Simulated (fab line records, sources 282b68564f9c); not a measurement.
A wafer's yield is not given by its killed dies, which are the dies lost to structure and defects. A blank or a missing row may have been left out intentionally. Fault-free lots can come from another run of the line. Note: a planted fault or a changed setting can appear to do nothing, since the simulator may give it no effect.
Split-lot experiment ; flow ritCmos ; 5 lots, 23 wafers read, on a route of 202 steps

== THE SPLIT ITSELF ==
At RIT_NRETRO_COAT_01 (resist thk 1300 nm), the setting spinRpm was moved away from the recipe's 2000 rpm on 8 of the 23 wafers read, by -4.8% to +4.4%. All remaining wafers had this setting at the recipe value.

== FROM THE SPLIT TO THE READING: what the file shows between them, 4 steps ==
- RIT_NRETRO_SOFTBAKE_02: time 60 s (also split here: tempC)
- RIT_NRETRO_EXPOSE_03: exposes mask M4, target cd 43900 nm
- RIT_NRETRO_PEB_04
- RIT_NRETRO_DEVELOP_05: develop time 68 s

== THE READING ==
NOVOLAK_of_NRETRO_COAT_01.thkNm (the simulator's own value, which no gauge read), in nm, at RIT_NRETRO_HARDBAKE_07 (time 120 s). The file does not state a usual value for it. Average 1135 nm, standard deviation 3 nm, over the 15 wafers here run with the recipe.

wafer;tool, chamber at the split;spinRpm as run, rpm;against the recipe;NOVOLAK_of_NRETRO_COAT_01.thkNm, nm;against lot-mates on the recipe
L075.2;lithoTrack-01, 0;2000;recipe;1136;-
L075.5;lithoTrack-01, 0;2000;recipe;1142;-
L075.6;lithoTrack-01, 0;2000;recipe;1137;-
L076.1;lithoTrack-02, 0;2000;recipe;1133;-
L076.6;lithoTrack-02, 0;2000;recipe;1133;-
L076.2;lithoTrack-02, 0;2000;recipe;1130;-
L076.3;lithoTrack-02, 0;2000;recipe;1132;-
L076.5;lithoTrack-02, 0;2000;recipe;1131;-
L080.2;lithoTrack-02, 0;2000;recipe;1133;-
L080.3;lithoTrack-02, 0;2067;+3.4%;1118;-16
L080.6;lithoTrack-02, 0;2067;+3.4%;1118;-16
L080.4;lithoTrack-02, 0;2000;recipe;1136;-
L080.5;lithoTrack-02, 0;2067;+3.4%;1115;-20
L082.1;lithoTrack-02, 0;2089;+4.4%;1112;-23
L082.2;lithoTrack-02, 0;2000;recipe;1132;-
L082.3;lithoTrack-02, 0;2000;recipe;1135;-
L082.4;lithoTrack-02, 0;2089;+4.4%;1111;-24
L082.5;lithoTrack-02, 0;2000;recipe;1137;-
L083.1;lithoTrack-04, 0;1903;-4.8%;1159;+24
L083.2;lithoTrack-04, 0;1903;-4.8%;1163;+28
L083.3;lithoTrack-04, 0;1903;-4.8%;1161;+26
L083.4;lithoTrack-04, 0;2000;recipe;1137;-
L083.5;lithoTrack-04, 0;2000;recipe;1134;-

FIT RESULTS
A straight line over all 23 wafers: NOVOLAK_of_NRETRO_COAT_01.thkNm changes by -5.33 nm for each +1% of spinRpm; r = -0.98; the points scatter about the line by 2.7 nm.
The same after taking each lot's own level away (the mean of its wafers on the recipe; 23 wafers): -5.24 nm for each +1%; r = -0.99; scatter 1.7 nm.
On that fit, the largest move of spinRpm shifts the reading by 25 nm.
Across the lots, their own levels run from 1131.8 to 1138.3 nm, a range of 2.2 times the standard deviation given above.
The two slopes are in agreement: the lot-to-lot level therefore moves the slope only a little.
Check: +26 nm against its lot-mates is what the line predicts for one of the wafers moved furthest among these (-4.8%) when that wafer is left out of the fit. Against them it came out at +23.5 nm.

== OTHER SPLITS ON THESE WAFERS ==
Note: prior to the reading, these wafers also went through further splits. Each is held against what the fit with the lots' levels taken away leaves over:
other split on the same wafers;wafers away from the commonest value;r with NOVOLAK_of_NRETRO_COAT_01.thkNm (lot level and that fit taken away)
RIT_ACTIVE_OXIDATION_01 oxTimeS;18;+0.00
RIT_ACTIVE_SOFTBAKE_07 tempC;5;-0.12
RIT_NWELL_IMPLANT_08 energyKev;4;+0.00
RIT_PWELL_COAT_01 spinRpm;5;-0.02
RIT_NRETRO_SOFTBAKE_02 tempC;8;+0.17

== THE WHOLE CHAIN: every reading that the file lists as answering this split, in the file's order ==
step;what it does;reading;change (the file's fit);r (the file's)
RIT_NRETRO_COAT_01;resist thk 1300 nm;NOVOLAK_of_NRETRO_COAT_01.thkNm (the simulator's own value, which no gauge read);-6.06 nm for each +1% of the setting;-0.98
RIT_NRETRO_SOFTBAKE_02;time 60 s;NOVOLAK_of_NRETRO_COAT_01.thkNm (the simulator's own value, which no gauge read);-5.89 nm for each +1% of the setting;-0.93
RIT_NRETRO_DEVELOP_05;develop time 68 s;NOVOLAK_of_NRETRO_COAT_01.thkNm (the simulator's own value, which no gauge read);-5.79 nm for each +1% of the setting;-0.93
RIT_NRETRO_HARDBAKE_07;time 120 s;NOVOLAK_of_NRETRO_COAT_01.thkNm (the simulator's own value, which no gauge read);-5.23 nm for each +1% of the setting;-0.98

== THE FILE'S OWN FIT ==
NOVOLAK_of_NRETRO_COAT_01.thkNm changes by -5.23 nm for each +1% of spinRpm, r = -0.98.
